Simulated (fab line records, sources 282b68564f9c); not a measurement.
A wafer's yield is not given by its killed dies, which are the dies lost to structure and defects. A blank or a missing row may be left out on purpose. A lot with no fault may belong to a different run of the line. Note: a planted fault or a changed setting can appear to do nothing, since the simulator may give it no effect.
Which of the tools did it? + flow rit cmos + 14 lots with 42 wafers sampled at 3 steps, on a route of 202 steps

== WHAT THE GAUGES READ, wafer by wafer ==
RIT_WELLDRIVE_RS_MEAS_01: the measuring method here is four-point-probe.
| lot  | measured    | on            | NWELL_RS (ohm/sq) |
|------|-------------|---------------|-------------------|
| L583 | day 2 15:14 | film metro-02 | 275.7 276.3 276.2 |
| L586 | day 3 02:05 | film metro-02 | 275.3 276.1 276.6 |
| L587 | day 3 06:20 | film metro-04 | 275.9 275.9 275.6 |
| L588 | day 3 09:22 | film metro-03 | 274.5 274.8 275.3 |
| L589 | day 3 12:43 | film metro-02 | 275.3 275.5 274.6 |
| L591 | day 3 22:58 | film metro-03 | 275.7 276.7 276.5 |
| L592 | day 4 09:11 | film metro-03 | 275.2 275.3 275.0 |
| L593 | day 4 11:08 | film metro-04 | 275.2 275.4 275.3 |
| L594 | day 4 15:16 | film metro-04 | 275.3 275.7 275.9 |
| L595 | day 4 17:32 | film metro-03 | 275.3 275.3 275.6 |
| L596 | day 5 00:19 | film metro-02 | 276.2 275.7 276.0 |
| L601 | day 6 01:05 | film metro-04 | 275.4 275.8 275.6 |
| L603 | day 6 11:05 | film metro-04 | 277.4 276.7 276.0 |
| L605 | day 6 21:43 | film metro-02 | 275.8 275.6 275.6 |

RIT_NRETRO_OVL_MEAS_06.
| lot  | measured    | on         | NRETRO_OVL (nm) |
|------|-------------|------------|-----------------|
| L583 | day 2 16:29 | overlay-02 | -1.3 -1.6 -1.0  |
| L586 | day 3 03:12 | overlay-02 | -1.3 2.3 0.2    |
| L587 | day 3 07:34 | overlay-01 | 0.9 2.4 2.3     |
| L588 | day 3 10:35 | overlay-01 | 0.3 1.6 1.5     |
| L589 | day 3 13:57 | overlay-02 | -0.4 0.5 0.5    |
| L591 | day 4 00:11 | overlay-02 | -0.9 -1.6 -0.3  |
| L592 | day 4 10:32 | overlay-01 | 2.3 1.9 1.4     |
| L593 | day 4 12:22 | overlay-02 | 0.2 0.6 1.4     |
| L594 | day 4 16:23 | overlay-02 | -1.0 -2.1 -1.9  |
| L595 | day 4 18:47 | overlay-01 | 3.1 4.4 3.7     |
| L596 | day 5 01:32 | overlay-02 | 0.5 -0.2 0.7    |
| L601 | day 6 02:19 | overlay-02 | -1.7 0.7 -0.2   |
| L603 | day 6 12:19 | overlay-01 | 2.0 1.7 2.8     |
| L605 | day 6 22:57 | overlay-01 | -1.0 0.8 0.1    |

== WHAT TOOL EACH LOT RAN ON (gives the tool, then ch and the chambers of the sampled wafers, and finally the start) ==
| lot  | RIT_ACTIVE_OXIDATION_01      |
|------|------------------------------|
| L583 | furnace-04 ch 0, day 1 10:29 |
| L586 | furnace-03 ch 0, day 2 04:58 |
| L587 | furnace-03 ch 0, day 2 08:13 |
| L588 | furnace-04 ch 0, day 2 12:01 |
| L589 | furnace-01 ch 0, day 2 17:09 |
| L591 | furnace-03 ch 0, day 3 02:20 |
| L592 | furnace-04 ch 0, day 3 09:32 |
| L593 | furnace-04 ch 0, day 3 12:47 |
| L594 | furnace-04 ch 0, day 3 19:40 |
| L595 | furnace-04 ch 0, day 3 23:10 |
| L596 | furnace-03 ch 0, day 4 04:05 |
| L601 | furnace-03 ch 0, day 5 04:11 |
| L603 | furnace-03 ch 0, day 5 14:41 |
| L605 | furnace-03 ch 0, day 6 00:07 |
- RIT_ACTIVE_OXIDATION_01: target thk 46.8 nm, ox time 3360 s.

== WHAT THE TOOLS THEMSELVES READ (means of the sampled wafers that have a number; where no wafer has one, the mark that the record gives instead) ==
RIT_ACTIVE_OXIDATION_01.
| lot  | tool       | spike tc load C (C) | tube center temp C (C) | zone power centre pct (%) |
|------|------------|---------------------|------------------------|---------------------------|
| L583 | furnace-04 | 1031.5              | 1000                   | 40.5                      |
| L586 | furnace-03 | 1026.7              | 1000                   | 43.5                      |
| L587 | furnace-03 | 1026.7              | 1000                   | 43.4                      |
| L588 | furnace-04 | 1030.3              | 1000                   | 41.2                      |
| L589 | furnace-01 | 1032.2              | 1000                   | 45.3                      |
| L591 | furnace-03 | 1025.2              | 1000                   | 43.7                      |
| L592 | furnace-04 | 1030.4              | 1000                   | 40.9                      |
| L593 | furnace-04 | 1031.8              | 1000                   | 40.7                      |
| L594 | furnace-04 | 1030.0              | 1000                   | 40.9                      |
| L595 | furnace-04 | 1031.8              | 1000                   | 41.0                      |
| L596 | furnace-03 | 1024.8              | 1000                   | 43.7                      |
| L601 | furnace-03 | 1025.4              | 1000                   | 43.7                      |
| L603 | furnace-03 | 1024.8              | 1000                   | 43.5                      |
| L605 | furnace-03 | 1026.0              | 1000                   | 43.5                      |

== THE ANSWER, worked out from the rows above alone ==
Rule: usual is defined by the lots themselves. Put in order of their means at a reading, lots are off if they are a third of the lots or fewer, leave a main group of 4 or more, and stand apart from it by a gap of 3 or more times the standard deviation of the main group's means; of several such gaps the widest counts. Not used: any main group whose means are identical at the precision the tables above print for the reading. A lot without any number at a reading at which 4 lots or more have one is off too. All remaining lots with rows at the step are treated as sound. Order of review: gauges by route order, followed by the tools' own readings, for which a lot's mean as printed above is used. At the first step where some lot is off, the reading lying furthest off is the one used; lots without a number count as furthest.
None of the lots is off at any reading shown; this tells nothing.

== WHAT THE SIMULATOR HAD INSERTED ==
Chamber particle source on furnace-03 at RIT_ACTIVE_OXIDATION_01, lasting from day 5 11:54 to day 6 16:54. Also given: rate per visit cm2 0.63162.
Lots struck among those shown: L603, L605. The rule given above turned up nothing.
